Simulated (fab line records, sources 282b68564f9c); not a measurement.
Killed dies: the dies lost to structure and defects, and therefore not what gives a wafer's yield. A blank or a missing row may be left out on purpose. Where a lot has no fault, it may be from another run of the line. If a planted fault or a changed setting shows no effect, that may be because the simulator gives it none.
Lot-split experiment :: flow rit-cmos :: 23 wafers read across 5 lots, on a route 202 steps long

THE SPLIT ITSELF
At RIT_NSD_IMPLANT_08, the setting energy-kev was moved away from the recipe's 25 on 6 of the 23 wafers read, by -4.4% to -2.8%. All remaining wafers had this setting at the recipe value.

The split's own step is where the reading is taken.

THE READING
The simulator's own value implant.drp-nm, read by no gauge, in nm at RIT_NSD_IMPLANT_08. There is no usual value for it anywhere in the file.

wafer: L076.1
tool, chamber at the split: implanter-04, 0
energy-kev as run: 24.3
against the recipe: -2.8%
implant.drp-nm, nm: 14.59
against lot-mates on the recipe: -0.25

wafer: L076.4
tool, chamber at the split: implanter-04, 0
energy-kev as run: 24.3
against the recipe: -2.8%
implant.drp-nm, nm: 14.59
against lot-mates on the recipe: -0.25

wafer: L076.3
tool, chamber at the split: implanter-04, 0
energy-kev as run: 25
against the recipe: recipe
implant.drp-nm, nm: 14.84
against lot-mates on the recipe: -

wafer: L076.5
tool, chamber at the split: implanter-04, 0
energy-kev as run: 25
against the recipe: recipe
implant.drp-nm, nm: 14.84
against lot-mates on the recipe: -

wafer: L076.6
tool, chamber at the split: implanter-04, 0
energy-kev as run: 25
against the recipe: recipe
implant.drp-nm, nm: 14.84
against lot-mates on the recipe: -

wafer: L077.1
tool, chamber at the split: implanter-04, 0
energy-kev as run: 25
against the recipe: recipe
implant.drp-nm, nm: 14.84
against lot-mates on the recipe: -

wafer: L077.3
tool, chamber at the split: implanter-04, 0
energy-kev as run: 25
against the recipe: recipe
implant.drp-nm, nm: 14.84
against lot-mates on the recipe: -

wafer: L077.4
tool, chamber at the split: implanter-04, 0
energy-kev as run: 25
against the recipe: recipe
implant.drp-nm, nm: 14.84
against lot-mates on the recipe: -

wafer: L077.5
tool, chamber at the split: implanter-04, 0
energy-kev as run: 25
against the recipe: recipe
implant.drp-nm, nm: 14.84
against lot-mates on the recipe: -

wafer: L077.6
tool, chamber at the split: implanter-04, 0
energy-kev as run: 25
against the recipe: recipe
implant.drp-nm, nm: 14.84
against lot-mates on the recipe: -

wafer: L082.1
tool, chamber at the split: implanter-03, 0
energy-kev as run: 25
against the recipe: recipe
implant.drp-nm, nm: 14.84
against lot-mates on the recipe: -

wafer: L082.4
tool, chamber at the split: implanter-03, 0
energy-kev as run: 25
against the recipe: recipe
implant.drp-nm, nm: 14.84
against lot-mates on the recipe: -

wafer: L082.6
tool, chamber at the split: implanter-03, 0
energy-kev as run: 25
against the recipe: recipe
implant.drp-nm, nm: 14.84
against lot-mates on the recipe: -

wafer: L082.3
tool, chamber at the split: implanter-03, 0
energy-kev as run: 23.93
against the recipe: -4.3%
implant.drp-nm, nm: 14.45
against lot-mates on the recipe: -0.39

wafer: L082.5
tool, chamber at the split: implanter-03, 0
energy-kev as run: 23.93
against the recipe: -4.3%
implant.drp-nm, nm: 14.45
against lot-mates on the recipe: -0.39

wafer: L083.1
tool, chamber at the split: implanter-04, 0
energy-kev as run: 25
against the recipe: recipe
implant.drp-nm, nm: 14.84
against lot-mates on the recipe: -

wafer: L083.2
tool, chamber at the split: implanter-04, 0
energy-kev as run: 25
against the recipe: recipe
implant.drp-nm, nm: 14.84
against lot-mates on the recipe: -

wafer: L083.4
tool, chamber at the split: implanter-04, 0
energy-kev as run: 25
against the recipe: recipe
implant.drp-nm, nm: 14.84
against lot-mates on the recipe: -

wafer: L083.5
tool, chamber at the split: implanter-04, 0
energy-kev as run: 23.91
against the recipe: -4.4%
implant.drp-nm, nm: 14.44
against lot-mates on the recipe: -0.40

wafer: L083.6
tool, chamber at the split: implanter-04, 0
energy-kev as run: 23.91
against the recipe: -4.4%
implant.drp-nm, nm: 14.44
against lot-mates on the recipe: -0.40

wafer: L085.1
tool, chamber at the split: implanter-03, 0
energy-kev as run: 25
against the recipe: recipe
implant.drp-nm, nm: 14.84
against lot-mates on the recipe: -

wafer: L085.2
tool, chamber at the split: implanter-03, 0
energy-kev as run: 25
against the recipe: recipe
implant.drp-nm, nm: 14.84
against lot-mates on the recipe: -

wafer: L085.3
tool, chamber at the split: implanter-03, 0
energy-kev as run: 25
against the recipe: recipe
implant.drp-nm, nm: 14.84
against lot-mates on the recipe: -

FIT RESULTS
A straight line over all 23 wafers: implant.drp-nm changes by +0.0911 nm for each +1% of energy-kev; r = +1.00; the points scatter about the line by 0.0018 nm.
The same after taking each lot's own level away (the mean of its wafers on the recipe; 23 wafers): +0.0911 nm for each +1%; r = +1.00; scatter 0.0018 nm.
Per that fit: largest energy-kev move, reading shift of 0.4 nm.
The lots' own levels span 14.840 to 14.840 nm.
Consequently the slope shifts little with the lot-to-lot level, the two slopes agreeing.
Check: with one of the wafers moved furthest among these (-4.4%) left out of the fit, the line predicts -0.396 nm for it against its lot-mates. Against them it came out at -0.4 nm.

THESE WAFERS: OTHER SPLITS
Before the reading, these wafers also passed through other splits. Each is held against what the fit with the lots' levels taken away leaves over:
other split on the same wafers: RIT_NLDD_COAT_01 resist-thk-nm
wafers away from the commonest value: 5
r with implant.drp-nm (lot level and that fit taken away): +0.02

other split on the same wafers: RIT_NLDD_IMPLANT_08 dose-cm2
wafers away from the commonest value: 6
r with implant.drp-nm (lot level and that fit taken away): -0.13

other split on the same wafers: RIT_NSD_SOFTBAKE_02 temp-c
wafers away from the commonest value: 10
r with implant.drp-nm (lot level and that fit taken away): -0.27

FILE'S OWN FIT
implant.drp-nm changes by +0.0902 nm for each +1% of energy-kev, r = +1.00.
